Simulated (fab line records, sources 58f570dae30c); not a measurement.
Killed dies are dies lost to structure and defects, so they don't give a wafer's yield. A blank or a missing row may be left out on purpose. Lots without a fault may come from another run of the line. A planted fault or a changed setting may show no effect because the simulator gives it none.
Which tool did it? | flow berkeley_cmos170 | 14 lots, 42 wafers sampled, at 4 steps of a route of 331

WHAT THE GAUGES READ, wafer by wafer
UCB170_NSD_CD_MEAS_06: target cd 1200 nm.
lot  | measured     | on        | cd_nm (nm)
L309 | day 8 16:53  | cd_sem-01 | 1199.8 1199.4 1199.0
L308 | day 8 17:11  | cd_sem-01 | 1198.5 1196.5 1198.0
L313 | day 8 19:10  | cd_sem-02 | 1198.3 1197.0 1197.4
L307 | day 8 19:27  | cd_sem-01 | 1201.1 1201.1 1201.8
L311 | day 8 19:58  | cd_sem-01 | 1200.4 1199.4 1199.5
L312 | day 8 20:17  | cd_sem-01 | 1201.4 1201.6 1201.8
L315 | day 9 13:42  | cd_sem-01 | 1200.7 1199.6 1199.9
L320 | day 10 04:34 | cd_sem-02 | 1200.3 1200.0 1201.1
L322 | day 11 11:54 | cd_sem-01 | 1201.5 1200.8 1200.2
L327 | day 11 12:21 | cd_sem-01 | 1197.2 1198.4 1197.9
L323 | day 11 12:27 | cd_sem-02 | 1198.4 1198.5 1198.7
L325 | day 11 12:40 | cd_sem-01 | 1201.5 1201.2 1200.1
L329 | day 12 13:39 | cd_sem-01 | 1199.1 1200.1 1200.2
L330 | day 12 14:02 | cd_sem-02 | 1201.9 1201.7 1200.8

UCB170_M1_CD_MEAS_90: target cd 700 nm.
lot  | measured     | on        | cd_nm (nm)
L309 | day 9 03:54  | cd_sem-01 | 699.9 702.3 702.4
L308 | day 9 04:12  | cd_sem-02 | 704.6 705.8 705.2
L313 | day 9 05:40  | cd_sem-01 | 700.1 701.5 701.7
L307 | day 9 06:03  | cd_sem-02 | 702.3 703.4 701.7
L311 | day 9 06:48  | cd_sem-02 | 702.9 704.6 705.5
L312 | day 9 06:59  | cd_sem-01 | 702.5 700.8 703.5
L315 | day 10 00:04 | cd_sem-02 | 698.3 701.1 698.5
L320 | day 10 15:52 | cd_sem-02 | 701.5 700.4 702.1
L322 | day 11 21:25 | cd_sem-01 | 695.2 694.9 693.0
L327 | day 11 22:34 | cd_sem-02 | 700.3 701.2 700.7
L323 | day 11 23:48 | cd_sem-02 | 693.8 692.6 694.1
L325 | day 11 23:20 | cd_sem-01 | 703.6 703.9 702.6
L329 | day 12 23:56 | cd_sem-02 | 699.8 698.6 703.7
L330 | day 12 23:58 | cd_sem-01 | 696.1 699.6 699.1

UCB170_M2_RS_MEAS_02: measures by four-point-probe.
lot  | measured     | on            | M2_AL_RS (ohm/sq)
L309 | day 9 13:27  | film_metro-03 | 0.0326 0.0325 0.0325
L308 | day 9 12:09  | film_metro-03 | 0.0318 0.0319 0.0318
L313 | day 9 12:25  | film_metro-02 | 0.0324 0.0322 0.0321
L307 | day 9 12:59  | film_metro-01 | 0.0320 0.0319 0.0319
L311 | day 9 13:41  | film_metro-01 | 0.0318 0.0320 0.0318
L312 | day 9 13:46  | film_metro-02 | 0.0326 0.0323 0.0327
L315 | day 10 04:35 | film_metro-01 | 0.0318 0.0317 0.0318
L320 | day 10 20:17 | film_metro-02 | 0.0317 0.0320 0.0321
L322 | day 12 03:32 | film_metro-02 | 0.0320 0.0322 0.0323
L327 | day 12 04:01 | film_metro-03 | 0.0327 0.0324 0.0324
L323 | day 12 04:46 | film_metro-03 | 0.0319 0.0320 0.0321
L325 | day 12 04:28 | film_metro-01 | 0.0320 0.0321 0.0319
L329 | day 13 04:05 | film_metro-02 | 0.0324 0.0318 0.0323
L330 | day 13 05:16 | film_metro-02 | 0.0327 0.0326 0.0326

WHICH TOOL RAN EACH LOT (tool, then ch and the chambers of the sampled wafers, then the start)
lot  | UCB170_M1_ETCH_11
L309 | rie_diel-03 ch 1,2,3, day 9 03:30
L308 | rie_diel-04 ch 0,2,3, day 9 03:46
L313 | rie_diel-03 ch 0,1,3, day 9 05:20
L307 | rie_diel-04 ch 2,3, day 9 05:35
L311 | rie_diel-04 ch 0,1,2, day 9 06:23
L312 | rie_diel-03 ch 2,3, day 9 06:40
L315 | rie_diel-04 ch 0,1,3, day 9 23:39
L320 | rie_diel-04 ch 0,2,3, day 10 15:35
L322 | rie_diel-01 ch 2,3, day 11 20:59
L327 | rie_diel-04 ch 1,2,3, day 11 22:07
L323 | rie_diel-01 ch 1,2,3, day 11 23:22
L325 | rie_diel-04 ch 2,3, day 11 23:01
L329 | rie_diel-03 ch 0,1, day 12 23:26
L330 | rie_diel-04 ch 0,1,3, day 12 23:35
- UCB170_M1_ETCH_11: etches BARC in N2/H2.

WHAT THE TOOLS THEMSELVES READ (means of the sampled wafers that have a number; where no wafer has one, the mark that the record gives instead)
UCB170_M1_ETCH_11.
lot  | tool        | drypump_motor_current_A (A) | oes_product_au (a.u.) | throttle_valve_pct (%)
L309 | rie_diel-03 | 6.0                         | 1.011                 | 13.27
L308 | rie_diel-04 | 5.6                         | 1.020                 | 13.26
L313 | rie_diel-03 | 6.1                         | 1.015                 | 13.27
L307 | rie_diel-04 | 5.2                         | 1.033                 | 13.35
L311 | rie_diel-04 | 6.0                         | 1.001                 | 13.20
L312 | rie_diel-03 | 5.6                         | 1.006                 | 13.43
L315 | rie_diel-04 | 5.6                         | 1.026                 | 13.08
L320 | rie_diel-04 | 5.6                         | 1.020                 | 13.28
L322 | rie_diel-01 | 5.1                         | 1.406                 | 13.50
L327 | rie_diel-04 | 5.6                         | 1.014                 | 13.26
L323 | rie_diel-01 | 5.5                         | 1.378                 | 13.45
L325 | rie_diel-04 | 5.6                         | 0.999                 | 13.45
L329 | rie_diel-03 | 6.2                         | 1.007                 | 13.33
L330 | rie_diel-04 | 5.6                         | 1.037                 | 13.08

THE ANSWER, worked out from the rows above alone
Rule: what is usual is taken from the lots themselves. Put in order of their means at a reading, lots are off if they are a third of the lots or fewer, leave a main group of 4 or more, and stand apart from it by a gap of 3 or more times the standard deviation of the main group's means; of several such gaps the widest counts. A main group whose means are all the same, to the digits that the tables above print for the reading, isn't used. A lot without any number at a reading at which 4 lots or more have one is off too. The other lots that the step has rows for count as sound. The gauges are gone through in route order, then the tools' own readings, and for those a lot's mean is taken as printed above. The first step at which some lot is off is used, and at that step the reading that is off furthest; a lot without a number counts as furthest.
Off: L322, L323, at UCB170_M1_ETCH_11 (oes_product_au). The main group: mean 1.016 a.u., standard deviation 0.011.
A tool fits if, at that step or a process step before it, it ran every lot that is off, and no sound lot after the first of them. One fits: rie_diel-01 at UCB170_M1_ETCH_11. It ran no sound lot before its first lot that is off in this sample, so the start can't be narrowed down.
The tool's own readings at UCB170_M1_ETCH_11 bear it out: on the lots that are off they differ by more than 5 times the standard deviation of the sound lots' means. oes_product_au reads 1.392 a.u. there against 1.016 a.u. on the sound lots.

WHAT THE SIMULATOR HAD PUT IN
Process parameter drift: rie_diel-01, from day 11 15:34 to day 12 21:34, at UCB170_M1_ETCH_11. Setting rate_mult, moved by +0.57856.
Lots struck among those shown: L322, L323. The rule above found the same.
